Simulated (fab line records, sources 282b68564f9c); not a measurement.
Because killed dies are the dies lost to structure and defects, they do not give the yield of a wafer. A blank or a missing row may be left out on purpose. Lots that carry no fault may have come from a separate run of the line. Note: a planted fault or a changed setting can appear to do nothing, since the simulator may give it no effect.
Which tool did it? + flow rit_cmos + route of 202 steps, sampled at 1 step: 14 lots, 42 wafers

WHAT THE GAUGES READ, wafer by wafer
RIT_PRETRO_OVL_MEAS_06.
| lot  | measured    | on         | PRETRO_OVL (nm) |
|------|-------------|------------|-----------------|
| L700 | day 2 06:57 | overlay-02 | 1.4 1.1 1.1     |
| L701 | day 2 13:00 | overlay-01 | -1.4 0.5 -0.8   |
| L702 | day 2 19:36 | overlay-01 | 1.0 1.5 2.3     |
| L703 | day 3 00:26 | overlay-01 | 2.6 0.7 2.7     |
| L704 | day 3 06:50 | overlay-01 | 1.7 -1.4 0.3    |
| L705 | day 3 10:36 | overlay-01 | 0.8 1.0 1.5     |
| L706 | day 3 13:45 | overlay-01 | 1.4 0.3 -1.4    |
| L707 | day 3 19:32 | overlay-02 | -0.1 -0.8 0.9   |
| L709 | day 4 04:28 | overlay-02 | 2.0 2.4 2.6     |
| L712 | day 4 19:30 | overlay-02 | 0.4 0.1 0.0     |
| L713 | day 4 23:50 | overlay-02 | 0.7 -0.9 0.2    |
| L714 | day 5 05:45 | overlay-01 | -1.3 1.0 -1.2   |
| L717 | day 5 19:33 | overlay-02 | -1.5 1.3 0.8    |
| L719 | day 6 06:02 | overlay-02 | 2.9 -1.0 -0.4   |

WHAT TOOL EACH LOT RAN ON (gives the tool, then ch and the chambers of the sampled wafers, and finally the start)
The record holds no process step before these readings.

WHAT THE TOOLS THEMSELVES READ (means of the sampled wafers that have a number; where no wafer has one, the mark that the record gives instead)
The record holds no such reading with a usual standard deviation.

THE ANSWER, worked out from the rows above alone
Rule: what is usual is taken from the lots themselves. Put in order of their means at a reading, lots are off if they are a third of the lots or fewer, leave a main group of 4 or more, and stand apart from it by a gap of 3 or more times the standard deviation of the main group's means; of several such gaps the widest counts. A main group is skipped when, at the precision printed for the reading in the tables above, its means are all equal. A lot without any number at a reading at which 4 lots or more have one is off too. All remaining lots with rows at the step are treated as sound. After the gauges, taken in route order, come the tools' own readings; for these a lot's mean is taken, as printed above. The first step at which some lot is off is used, and at that step the reading that is off furthest; a lot without a number counts as furthest.
No lot is off at any reading shown: from this, nothing can be told.

WHAT HAD BEEN PUT IN BY THE SIMULATOR
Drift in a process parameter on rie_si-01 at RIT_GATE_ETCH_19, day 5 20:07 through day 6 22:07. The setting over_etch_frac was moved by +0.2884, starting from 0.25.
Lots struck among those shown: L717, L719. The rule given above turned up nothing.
